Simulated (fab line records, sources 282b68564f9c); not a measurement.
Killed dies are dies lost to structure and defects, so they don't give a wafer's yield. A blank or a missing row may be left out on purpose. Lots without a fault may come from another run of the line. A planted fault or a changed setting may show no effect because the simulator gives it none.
One fault seen from 2 desks | flow rit_cmos | each desk has only its own numbers; what lay behind them comes last

THE TOOL OWNER'S DESK: rie_si-02
The tool's own readings at RIT_GATE_ETCH_19 (etches poly-Si in SF6/CHF3/O2, stops on SiO2, time 165 s, target depth 312.5 nm): means of the sampled wafers that have a number, for each lot that ran on this tool. A lot is out of limits, marked OUT, if its mean lies more than 4 standard deviations from the usual mean; the brackets give that distance.
Columns: A = drypump_motor_current_A at RIT_GATE_ETCH_19, usual 5.6 A; B = oes_product_au at RIT_GATE_ETCH_19, usual 0.843 a.u.; C = rf_fwd_power_W at RIT_GATE_ETCH_19, usual 159.4 W; D = throttle_valve_pct at RIT_GATE_ETCH_19, usual 10.26 %
lot  | first seen here | A   | B                | C     | D
L830 | day 2 12:32     | 5.4 | 0.849            | 159.6 | 10.31
L844 | day 5 13:19     | 5.7 | 0.940 (+7.5) OUT | 159.2 | 10.19
L846 | day 6 01:43     | 5.6 | 0.945 (+7.8) OUT | 159.1 | 10.24
This desk's finding: out of limits on L844, L846; first on L844, day 5 13:19 (oes_product_au at RIT_GATE_ETCH_19). In limits: L830.

THE METROLOGY DESK
What the gauges read, lot by lot, whatever tool the lot ran on: means of the sampled wafers that have a number. A lot is out of limits, marked OUT, if its mean lies more than 4 standard deviations from the usual mean; the brackets give that distance.
Columns: A = GATE_OXIDE_THK at RIT_GATE_THK_MEAS_07, usual 3.04 nm; B = GATE_POLY_THK at RIT_GATE_THK_MEAS_09, usual 249.4 nm; C = cd_nm at RIT_GATE_CD_MEAS_16, usual 150.6 nm; D = GATE_OVL at RIT_GATE_OVL_MEAS_17, usual 0.0 nm
lot  | first seen here | A    | B     | C     | D
L830 | day 2 09:40     | 2.98 | 253.8 | 147.3 | 3.2
L839 | day 4 07:02     | 3.04 | 248.7 | 147.4 | 0.6
L843 | day 5 08:11     | 3.06 | 249.4 | 154.1 | -0.9
L844 | day 5 10:18     | 3.04 | 246.3 | 149.6 | 0.0
L846 | day 5 22:50     | 3.07 | 246.8 | 152.1 | -0.6
L853 | day 7 05:28     | 3.01 | 248.4 | 149.7 | 0.0
This desk's finding: nothing out of limits on any of the 6 lots.

PUT TOGETHER
The tool owner's desk could have raised an alarm at day 5 13:19, on L844, L846.
The metrology desk saw nothing out of limits.
The metrology desk has L844, L846 on record, within its limits.
Of the lots named, all ran RIT_GATE_ETCH_19 on rie_si-02.

WHAT THE SIMULATOR HAD PUT IN
Process parameter drift: rie_si-02, from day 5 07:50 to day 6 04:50, at RIT_GATE_ETCH_19. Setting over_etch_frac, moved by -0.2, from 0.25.
Lots struck among those shown: L844, L846.
Hours from the fault's start to each desk's first reading out of limits: the tool owner's desk, 5.
